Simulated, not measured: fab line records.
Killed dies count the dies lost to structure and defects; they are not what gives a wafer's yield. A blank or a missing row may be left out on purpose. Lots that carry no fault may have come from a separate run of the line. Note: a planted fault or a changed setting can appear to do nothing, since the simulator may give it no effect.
2 desks, one fault / flow berkeley_cmos170 / what lay behind the numbers comes last; until then each desk has only its own

== FOR THE TOOL OWNER'S DESK: pvd_sputter-03 ==
The tool's own readings at UCB170_M2_SPUTTER_01 (material Al, target thk 900 nm, time 120 s): means of the sampled wafers that have a number, for each lot that ran on this tool. A lot is out of limits, marked OUT, if its mean lies more than 4 standard deviations from the usual mean; the brackets give that distance.
Columns: A = chamber_pressure_pa at UCB170_M2_SPUTTER_01, usual 0.4999 Pa; B = throttle_valve_pct at UCB170_M2_SPUTTER_01, usual 30.0 %
lot=L728; first seen here=day 8 08:01; A=0.5000; B=30.4
lot=L730; first seen here=day 8 17:04; A=0.5004; B=29.5
lot=L733; first seen here=day 9 10:06; A=0.5009; B=30.6
lot=L734; first seen here=day 9 19:05; A=0.5004; B=29.5
lot=L739; first seen here=day 10 22:34; A=0.5005; B=30.5
lot=L744; first seen here=day 11 22:48; A=0.4994; B=29.7
lot=L745; first seen here=day 12 03:17; A=0.4690 (-31) OUT; B=31.5
lot=L746; first seen here=day 12 08:49; A=0.4692 (-31) OUT; B=31.5
This desk finds L745, L746 out of limits, L745 being first, at day 12 03:17 (chamber_pressure_pa at UCB170_M2_SPUTTER_01). In limits: L728, L730, L733, L734, L739, L744.

== THE METROLOGY DESK ==
Means of the sampled wafers that have a number, per lot and without regard to the tool the lot ran on: this is what the gauges read. A lot is out of limits, marked OUT, if its mean lies more than 4 standard deviations from the usual mean; the brackets give that distance.
Columns: A = cd_nm at UCB170_V1_CD_MEAS_90, usual 700.3 nm
lot=L728; first seen here=day 8 07:52; A=699.9
lot=L730; first seen here=day 8 16:52; A=699.4
lot=L732; first seen here=day 9 09:48; A=702.1
lot=L733; first seen here=day 9 09:55; A=701.1
lot=L734; first seen here=day 9 18:53; A=699.5
lot=L736; first seen here=day 10 09:01; A=701.9
lot=L738; first seen here=day 10 19:37; A=698.7
lot=L739; first seen here=day 10 22:22; A=699.6
lot=L744; first seen here=day 11 22:37; A=699.1
lot=L745; first seen here=day 12 03:07; A=699.8
lot=L747; first seen here=day 12 08:23; A=700.6
lot=L746; first seen here=day 12 08:40; A=702.1
lot=L748; first seen here=day 12 16:12; A=697.5
lot=L749; first seen here=day 12 19:43; A=701.0
Result from this desk: across the 14 lots, nothing is out of limits.

== BROUGHT TOGETHER ==
An alarm could have come from the tool owner's desk at day 12 03:17, on L745, L746.
From the metrology desk's view, nothing was out of limits.
The metrology desk holds a record of L745, L746, inside its limits.
The lots listed all ran UCB170_M2_SPUTTER_01 on pvd_sputter-03.

== WHAT THE SIMULATOR HAD PUT IN ==
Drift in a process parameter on pvd_sputter-03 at UCB170_M2_SPUTTER_01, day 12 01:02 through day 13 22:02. Setting chamber_pressure_pa shifted by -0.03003 from 0.5. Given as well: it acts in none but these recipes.
Struck lots among those shown: L745, L746.
Hours from the fault's start to each desk's first reading out of limits: the tool owner's desk, 2.
